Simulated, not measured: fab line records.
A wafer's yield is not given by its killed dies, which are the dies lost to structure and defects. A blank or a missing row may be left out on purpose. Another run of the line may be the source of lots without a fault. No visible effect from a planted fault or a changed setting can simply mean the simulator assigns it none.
Code-filled problem report in 8D (eight disciplines) form	flow rit_cmos	the parts of the form that need people (team, actions taken, sign-off) are left out

## 1. THE PROBLEM
RIT_M1_PROBE_99, killed_at_front_end: mean 25.7 on 3 wafers (1 lot); fault-free wafers 6.7, standard deviation 2.9. That is +6.5 standard deviations from the usual mean.
Seen first at day 7 22:53 on prober-01, wafer L989.3. Wafers with a number at this step in the record: 6, from 2 lots. By rule, "out" or "out of limits" means more than 4 standard deviations away from the usual mean. All remaining wafers that have a number are taken as sound.

## 2. WHAT IT IS, AND WHAT IT ISN'T
question	is	is not
which readings at this step	killed_at_front_end, killed_dies, killed_on_rim	killed_at_M0_to_M3, killed_at_contacts, killed_open, killed_short
which lots	L989	L974
which wafers of those lots	all that have a number	-
read on which tools	prober-01	prober-02
when	from day 7 22:53	up to then (3 sound wafers)

## 3. SUSPECTS, AND WHAT RULES EACH OUT
Counting: a tool at any process step up to the reading remains a suspect when it ran all the lots that are out and ran no sound lot after the first of those.
- wet_bench-02 at RIT_ACTIVE_CLEAN_15 (cleans in SC1, time 600 s): kept. It ran the lot that is out, L989 (day 5 20:00), and no sound lot after that.
- plasma_asher-03 at RIT_GATE_STRIP_20 (strips in O2, time 180 s): kept. It ran the lot that is out, L989 (day 7 00:58), and no sound lot after that; its last sound lot up to then is L974 (day 3 15:34).
- prober-01 at RIT_M1_PROBE_99: kept. It ran the lot that is out, L989 (day 7 22:53), and no sound lot after that. Its own readings are out on those wafers: killed_at_front_end, killed_dies, killed_on_rim.
Still standing after the count: wet_bench-02 at RIT_ACTIVE_CLEAN_15, plasma_asher-03 at RIT_GATE_STRIP_20, prober-01 at RIT_M1_PROBE_99.

## 4. THE CAUSE (what the simulator had put in)
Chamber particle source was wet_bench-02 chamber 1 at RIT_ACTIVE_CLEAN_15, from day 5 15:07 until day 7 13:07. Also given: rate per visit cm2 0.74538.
After counting, 3 suspects remain, this tool included.

## 5. THE CHAIN OF EFFECTS, in route order
One row per reading whose mean, taken over the struck wafers that have a number, lies over 3 standard deviations from the usual. Only readings for which the record gives a usual standard deviation are gone through. hours: the time from each lot's start at the first step in this table that gives one to its start at this step, as a median over the lots. sigmas: the change in usual standard deviations.
hours	step	reading	usual	on struck wafers	change	sigmas
0	RIT_M1_PROBE_99	killed_at_front_end	6.7	25.7	+19.0	+6.5
0	RIT_M1_PROBE_99	killed_dies	6.8	25.7	+18.9	+6.5
0	RIT_M1_PROBE_99	killed_on_rim	1.8	9.7	+7.9	+5.6
Here are the process steps it includes:
- RIT_M1_PROBE_99

## 6. HOW IT WOULD HAVE BEEN CAUGHT EARLIER
First out-of-limits reading in this record: day 7 22:53, which is 56 hours after fault onset at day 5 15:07.
The start of RIT_ACTIVE_CLEAN_15 on wet_bench-02 came by day 7 22:53 for every one of the lots that are out (1). Tool hold at that time: it would have spared none of them.
